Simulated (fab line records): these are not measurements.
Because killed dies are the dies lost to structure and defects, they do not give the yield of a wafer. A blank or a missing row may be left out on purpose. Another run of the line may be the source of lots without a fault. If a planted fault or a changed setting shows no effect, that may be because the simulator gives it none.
Which tool was responsible? | flow berkeleyCmos170 | 42 wafers from 14 lots sampled at 6 of the route's 331 steps

## WHAT EACH GAUGE READ, for each wafer
UCB170_NSD_CD_MEAS_06 targets a cd of 1200 nm. Usual: cdNm at 1200.0 nm, with a standard deviation of 1.5.
lot  | measured     | on       | cdNm (nm)            | flag
L429 | day 6 16:31  | cdSem-02 | 1198.5 1199.0 1199.5 | 
L428 | day 6 16:46  | cdSem-01 | 1203.3 1203.1 1202.9 | 
L427 | day 6 17:19  | cdSem-01 | 1200.3 1201.0 1200.2 | 
L430 | day 7 19:44  | cdSem-01 | 1200.2 1200.5 1200.3 | 
L431 | day 7 19:57  | cdSem-02 | 1202.4 1201.4 1200.4 | 
L433 | day 7 20:11  | cdSem-01 | 1200.5 1200.5 1200.4 | 
L435 | day 8 13:31  | cdSem-02 | 1199.4 1200.1 1200.1 | 
L434 | day 8 13:55  | cdSem-02 | 1199.0 1200.5 1197.3 | 
L436 | day 9 07:17  | cdSem-01 | 1198.7 1199.2 1199.4 | 
L437 | day 9 07:55  | cdSem-01 | 1198.6 1199.1 1199.2 | 
L445 | day 10 07:40 | cdSem-02 | 1198.4 1197.7 1198.0 | 
L449 | day 11 02:55 | cdSem-02 | 1202.2 1201.0 1202.8 | 
L447 | day 11 03:13 | cdSem-01 | 1201.1 1200.7 1199.8 | 
L446 | day 11 03:38 | cdSem-01 | 1198.8 1198.7 1198.8 | 

UCB170_SDANNEAL_RS_MEAS_03: a four-point-probe measurement. Usual: NSD_RS gives 37.26 ohm/sq (standard deviation 0.086).
lot  | measured     | on           | NSD_RS (ohm/sq)   | flag
L429 | day 6 18:28  | filmMetro-02 | 37.27 37.27 37.22 | 
L428 | day 6 18:39  | filmMetro-01 | 37.29 37.11 37.21 | 
L427 | day 6 19:08  | filmMetro-01 | 37.34 37.24 37.30 | 
L430 | day 7 21:20  | filmMetro-02 | 37.41 37.37 37.32 | 
L431 | day 7 21:43  | filmMetro-01 | 37.32 37.24 37.29 | 
L433 | day 7 21:51  | filmMetro-02 | 37.48 37.26 37.38 | 
L435 | day 8 15:13  | filmMetro-02 | 37.34 37.32 37.30 | 
L434 | day 8 15:32  | filmMetro-03 | 37.30 37.23 37.20 | 
L436 | day 9 08:55  | filmMetro-02 | 37.31 37.25 37.30 | 
L437 | day 9 09:34  | filmMetro-02 | 37.24 37.29 37.27 | 
L445 | day 10 09:46 | filmMetro-02 | 37.34 37.38 37.41 | 
L449 | day 11 04:41 | filmMetro-03 | 37.15 37.28 37.05 | 
L447 | day 11 04:50 | filmMetro-01 | 37.41 37.29 37.32 | 
L446 | day 11 05:16 | filmMetro-02 | 37.23 37.35 37.26 | 

UCB170_CONTACT_CD_MEAS_15 targets a cd of 700 nm. Usual: cdNm at 699.9 nm, with a standard deviation of 1.5.
lot  | measured     | on       | cdNm (nm)         | flag
L429 | day 6 23:15  | cdSem-02 | 697.6 697.3 698.6 | 
L428 | day 6 23:49  | cdSem-02 | 700.5 699.6 699.1 | 
L427 | day 7 00:05  | cdSem-02 | 701.0 702.2 701.6 | 
L430 | day 8 02:19  | cdSem-02 | 696.1 698.0 696.7 | 
L431 | day 8 02:37  | cdSem-02 | 700.4 699.6 700.5 | 
L433 | day 8 02:52  | cdSem-02 | 697.5 698.7 698.8 | 
L435 | day 8 21:41  | cdSem-02 | 699.8 700.2 699.5 | 
L434 | day 8 22:10  | cdSem-01 | 701.5 702.3 700.3 | 
L436 | day 9 15:29  | cdSem-02 | 700.6 699.5 700.3 | 
L437 | day 9 16:40  | cdSem-02 | 698.9 697.3 698.4 | 
L445 | day 10 16:30 | cdSem-02 | 702.4 701.5 700.7 | 
L449 | day 11 09:21 | cdSem-02 | 702.8 700.3 702.0 | 
L447 | day 11 10:55 | cdSem-02 | 700.9 701.3 699.5 | 
L446 | day 11 11:01 | cdSem-01 | 702.5 700.9 701.7 | 

UCB170_M1_RS_MEAS_01: a four-point-probe measurement. Usual: M1_AL_RS gives 0.0488 ohm/sq (standard deviation 0.0005).
lot  | measured     | on           | M1_AL_RS (ohm/sq)    | flag
L429 | day 7 00:02  | filmMetro-01 | 0.0494 0.0496 0.0492 | 
L428 | day 7 00:36  | filmMetro-03 | 0.0496 0.0479 0.0489 | 
L427 | day 7 00:52  | filmMetro-03 | 0.0481 0.0482 0.0483 | 
L430 | day 8 03:07  | filmMetro-02 | 0.0493 0.0487 0.0489 | 
L431 | day 8 03:24  | filmMetro-01 | 0.0489 0.0493 0.0489 | 
L433 | day 8 03:54  | filmMetro-03 | 0.0240 0.0238 0.0239 | OFF
L435 | day 8 22:31  | filmMetro-02 | 0.0490 0.0486 0.0485 | 
L434 | day 8 22:59  | filmMetro-03 | 0.0490 0.0490 0.0486 | 
L436 | day 9 16:16  | filmMetro-01 | 0.0496 0.0493 0.0489 | 
L437 | day 9 17:42  | filmMetro-02 | 0.0243 0.0244 0.0241 | OFF
L445 | day 10 17:42 | filmMetro-01 | 0.0488 0.0496 0.0497 | 
L449 | day 11 10:09 | filmMetro-01 | 0.0492 0.0488 0.0486 | 
L447 | day 11 11:41 | filmMetro-03 | 0.0483 0.0486 0.0487 | 
L446 | day 11 11:49 | filmMetro-02 | 0.0478 0.0481 0.0484 | 

UCB170_M1_THK_MEAS_02: measures by xrf. Usual: M1_AL_THK gives 601 nm (standard deviation 7.2).
lot  | measured     | on           | M1_AL_THK (nm) | flag
L429 | day 7 00:09  | filmMetro-01 | 594 592 599    | 
L428 | day 7 00:42  | filmMetro-03 | 592 613 599    | 
L427 | day 7 00:59  | filmMetro-03 | 612 613 612    | 
L430 | day 8 03:14  | filmMetro-02 | 594 604 600    | 
L431 | day 8 03:30  | filmMetro-01 | 605 592 603    | 
L433 | day 8 04:01  | filmMetro-03 | 1221 1230 1227 | OFF
L435 | day 8 22:38  | filmMetro-02 | 599 601 601    | 
L434 | day 8 23:04  | filmMetro-03 | 601 602 610    | 
L436 | day 9 16:23  | filmMetro-01 | 590 594 598    | 
L437 | day 9 17:49  | filmMetro-02 | 1187 1182 1203 | OFF
L445 | day 10 17:49 | filmMetro-01 | 598 592 588    | 
L449 | day 11 10:16 | filmMetro-01 | 588 596 599    | 
L447 | day 11 11:48 | filmMetro-03 | 608 606 604    | 
L446 | day 11 11:55 | filmMetro-02 | 606 606 602    | 

## WHICH TOOL RAN EACH LOT (tool, then ch and the chambers of the sampled wafers, then the start)
lot  | UCB170_M1_SPUTTER_00
L429 | pvdSputter-04, day 6 23:57
L428 | pvdSputter-01, day 7 00:29
L427 | pvdSputter-04, day 7 00:49
L430 | pvdSputter-03, day 8 03:04
L431 | pvdSputter-01, day 8 03:18
L433 | pvdSputter-04, day 8 03:35
L435 | pvdSputter-04, day 8 22:28
L434 | pvdSputter-01, day 8 22:52
L436 | pvdSputter-03, day 9 16:11
L437 | pvdSputter-04, day 9 17:24
L445 | pvdSputter-01, day 10 17:37
L449 | pvdSputter-04, day 11 10:05
L447 | pvdSputter-01, day 11 11:37
L446 | pvdSputter-03, day 11 11:44
- UCB170_M1_SPUTTER_00: material Al, target thk 600 nm, time 80 s.

## AS READ BY THE TOOLS THEMSELVES (means over the sampled wafers that have a number; for cases with no such wafer, the mark the record gives instead)
UCB170_M1_SPUTTER_00. Usual: chamberPressurePa 0.5002 Pa, standard deviation 0.0011; throttleValvePct 29.8 %, standard deviation 1.6.
lot  | tool          | chamberPressurePa (Pa) | throttleValvePct (%) | flag
L429 | pvdSputter-04 | 0.5005                 | 30.2                 | 
L428 | pvdSputter-01 | 0.5008                 | 29.6                 | 
L427 | pvdSputter-04 | 0.4993                 | 31.7                 | 
L430 | pvdSputter-03 | 0.4993                 | 30.6                 | 
L431 | pvdSputter-01 | 0.5013                 | 29.6                 | 
L433 | pvdSputter-04 | 0.5005                 | 29.3                 | 
L435 | pvdSputter-04 | 0.4995                 | 29.3                 | 
L434 | pvdSputter-01 | 0.5003                 | 29.4                 | 
L436 | pvdSputter-03 | 0.5009                 | 30.9                 | 
L437 | pvdSputter-04 | 0.4996                 | 31.7                 | 
L445 | pvdSputter-01 | 0.5006                 | 29.8                 | 
L449 | pvdSputter-04 | 0.5011                 | 28.5                 | 
L447 | pvdSputter-01 | 0.5009                 | 29.1                 | 
L446 | pvdSputter-03 | 0.4990                 | 29.1                 | 

## THE ANSWER, worked out from the rows above alone
Rule: a lot counts as off when the mean over its wafers that have a number is more than 3 standard deviations away from the usual mean. A lot without any number at a reading at which 4 lots or more have one is off too. The other lots that the step has rows for count as sound. After the gauges, taken in route order, come the tools' own readings; for these a lot's mean is taken, as printed above. At the first step where some lot is off, the reading lying furthest off is the one used; lots without a number count as furthest.
Off: at UCB170_M1_RS_MEAS_01 (M1_AL_RS), L433, L437.
A tool fits if, at a process step before that reading, it ran every lot that is off, and no sound lot after the first of them. Gauges at UCB170_M1_RS_MEAS_01: tried the same way as those tools. Of those tried, none fits.

## WHAT THE SIMULATOR PUT IN
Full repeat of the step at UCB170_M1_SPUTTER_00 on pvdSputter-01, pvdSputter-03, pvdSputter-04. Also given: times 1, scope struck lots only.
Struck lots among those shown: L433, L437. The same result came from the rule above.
